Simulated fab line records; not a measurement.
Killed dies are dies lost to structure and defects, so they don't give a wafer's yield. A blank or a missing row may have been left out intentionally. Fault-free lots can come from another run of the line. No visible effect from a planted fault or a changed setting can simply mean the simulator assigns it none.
A single fault, viewed from 2 desks	flow berkeley_cmos170	each desk holds nothing but its own numbers, with what lay behind them at the end

THE METROLOGY DESK
What the gauges read for every lot (on any tool): the sampled wafers with a number, averaged. A lot is out of limits, marked OUT, if its mean lies more than 4 standard deviations from the usual mean; the brackets give that distance.
Columns: A = cd_nm at UCB170_CONTACT_CD_MEAS_15, usual 699.8 nm; B = CONTACT_OVL at UCB170_CONTACT_OVL_MEAS_16, usual -1 nm
lot	first seen here	A	B
L380	day 7 18:55	700.4	-2
L381	day 7 21:18	698.8	-8
L387	day 9 14:45	699.5	4
L389	day 9 15:24	699.9	-0
L390	day 9 20:10	700.1	-5
L392	day 10 12:11	698.5	-0
L391	day 10 12:27	702.0	-3
This desk found nothing out of limits on any of the 7 lots.

AT THE TOOL OWNER'S DESK: rie_diel-01
The tool's own readings at UCB170_CONTACT_ETCH_18 (etches PSG in CHF3/CF4/Ar, stops on TiSi2, target depth 840 nm, time 195 s): means of the sampled wafers that have a number, for each lot that ran on this tool. A lot is out of limits, marked OUT, if its mean lies more than 4 standard deviations from the usual mean; the brackets give that distance.
Columns: A = drypump_motor_current_A at UCB170_CONTACT_ETCH_18, usual 5.5 A; B = oes_product_au at UCB170_CONTACT_ETCH_18, usual 0.895 a.u.; C = throttle_valve_pct at UCB170_CONTACT_ETCH_18, usual 6.92 %
lot	first seen here	A	B	C
L380	day 7 19:00	5.4	0.899	6.94
L387	day 9 14:00	5.8	0.866	6.91
L389	day 9 15:00	5.7	0.872	6.92
L392	day 10 12:00	5.0	0.887	6.94
This desk found nothing out of limits on any of the 4 lots.

TAKEN TOGETHER
Nothing out of limits was seen by the metrology desk.
The tool owner's desk saw nothing out of limits.

WHAT THE SIMULATOR PUT IN
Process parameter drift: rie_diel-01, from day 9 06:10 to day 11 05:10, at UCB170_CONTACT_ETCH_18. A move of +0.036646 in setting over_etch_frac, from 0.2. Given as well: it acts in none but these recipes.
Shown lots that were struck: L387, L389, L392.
